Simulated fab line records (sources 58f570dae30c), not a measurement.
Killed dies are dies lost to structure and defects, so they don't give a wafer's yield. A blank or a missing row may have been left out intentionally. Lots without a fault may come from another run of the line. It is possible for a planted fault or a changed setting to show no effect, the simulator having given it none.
Which tool is to blame? ; flow berkeley_cmos170 ; 21 wafers sampled from 7 lots at 1 step of a route of 331

## WHAT THE GAUGES SHOWED, per wafer
UCB170_START_THK_MEAS_03.
lot;measured;on;START_OXIDE_THK (nm)
L625;day 1 20:27;film_metro-03;20.9 20.6 20.6
L627;day 2 06:19;film_metro-02;20.7 20.2 20.4
L630;day 2 17:46;film_metro-03;20.6 20.5 20.4
L631;day 3 01:42;film_metro-02;20.4 20.3 20.4
L638;day 4 13:36;film_metro-03;20.0 20.1 20.0
L641;day 5 05:39;film_metro-02;19.6 19.7 19.8
L647;day 6 08:18;film_metro-03;19.8 20.0 20.0

## EACH LOT AND THE TOOL THAT RAN IT (in order: tool; ch and the chambers of the sampled wafers; start)
Before these readings, the record contains no process step.

## THE ANSWER, worked out from the rows above alone
Rule: usual is defined by the lots themselves. Put in order of their means at a reading, lots are off if they are a third of the lots or fewer, leave a main group of 4 or more, and stand apart from it by a gap of 3 or more times the standard deviation of the main group's means; of several such gaps the widest counts. Not used: any main group whose means are identical at the precision the tables above print for the reading. Also off: a lot with no number at a reading for which 4 or more lots have one. Any other lot the step has rows for is counted as sound.
Across all readings shown, no lot is off: no conclusion can be drawn from this.

## WHAT HAD BEEN PUT IN BY THE SIMULATOR
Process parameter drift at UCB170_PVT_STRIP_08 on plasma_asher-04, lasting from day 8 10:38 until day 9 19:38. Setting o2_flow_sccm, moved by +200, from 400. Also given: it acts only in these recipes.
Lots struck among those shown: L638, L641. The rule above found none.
